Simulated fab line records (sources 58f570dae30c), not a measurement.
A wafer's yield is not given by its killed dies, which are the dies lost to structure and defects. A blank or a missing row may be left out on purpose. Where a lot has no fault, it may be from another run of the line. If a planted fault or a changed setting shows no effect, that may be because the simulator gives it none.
A lot that was struck, set against a sound lot ; flow berkeley_cmos170 ; 13 out of 331 route steps
Sound: the wafers L570.4, L570.5, L570.6. Wafers struck: L572.1, L572.2, L572.4. Last of all comes the cause.
For every step that has rows: the tool of each side, followed by ch and its chambers, followed by its first start. Under that, the readings that differ: sound wafers ; struck wafers ; difference of the means ; sigmas: that difference in standard deviations of wafers without a fault.
alike: readings whose means differ by less than 2 such deviations, and words and numbers that are the same on both sides. not compared: withheld readings, readings that some wafer has no value for, bounds like >300 that may hide the same value, and numbers for which the record gives no deviation and whose values overlap.
A row with sigmas, a row that says differs or no value, or rows on one side alone: a step with any of these is where the two part. Numbers that have no deviation but don't overlap get no sigmas and don't part them. A reading missing from all wafers of one side parts the sides only when that side holds two or more wafers.

first, 5 steps without rows for these wafers: UCB170_NWELL_COAT_07 (resist thk 900 nm); UCB170_NWELL_SOFTBAKE_08 (time 60 s); UCB170_NWELL_EXPOSE_09 (exposes mask NWELL, target cd 3000 nm); UCB170_NWELL_PEB_10; UCB170_NWELL_DEVELOP_11 (develop time 45 s).
UCB170_NWELL_OVL_MEAS_12:
  sound on overlay-02, day 3 01:28; struck on overlay-02, day 3 08:29
  alike: NWELL_OVL
UCB170_NWELL_ETCH_13: etches Si3N4 in CH3F/Ar/O2, stops on SiO2, target depth 246.4 nm, time 154 s.
  sound on rie_diel-02 ch 0,1,3, day 3 01:32; struck on rie_diel-02 ch 0,1, day 3 08:31
  alike: CH3F_flow_sccm, O2_flow_sccm, drypump_motor_current_A, oes_product_au, throttle_valve_pct
  not compared: rf_hours_counter_h
next, for these wafers, 1 step has no rows: UCB170_NWELL_IMPLANT_14.
UCB170_NWELL_STRIP_15: strips in O2.
  sound on plasma_asher-04 ch 0,1, day 3 01:46; struck on plasma_asher-03 ch 0,1, day 3 08:46
  alike: drypump_motor_current_A, oes_product_au, strip_time_to_endpoint_s
  not compared: rf_hours_counter_h
UCB170_NWELL_TW_MEAS_16:
  sound on film_metro-01, day 3 01:52; struck on film_metro-01, day 3 08:52
  alike: NWELL_TW
then, 2 steps without rows for these wafers: UCB170_NWELL_CLEAN_17 (cleans in SPM, time 600 s); UCB170_NWELL_WET_ETCH_18 (etches Si3N4 in H3PO4, time 14400 s).
UCB170_NWELL_WET_ETCH_19: etches SiO2 in BOE, time 22 s.
  sound on wet_bench-04 ch 3, day 3 06:28; struck on wet_bench-04 ch 2, day 3 13:43
  no value came back on the struck wafers for bath_heat_duty_pct (%), run_length_s (s), time_s (s); on the sound wafers bath_heat_duty_pct (%) reads 6.6 6.5 7.0

== WHERE THEY PART ==
Within this record, at UCB170_NWELL_WET_ETCH_19 only.

WHY: what the simulator had put in
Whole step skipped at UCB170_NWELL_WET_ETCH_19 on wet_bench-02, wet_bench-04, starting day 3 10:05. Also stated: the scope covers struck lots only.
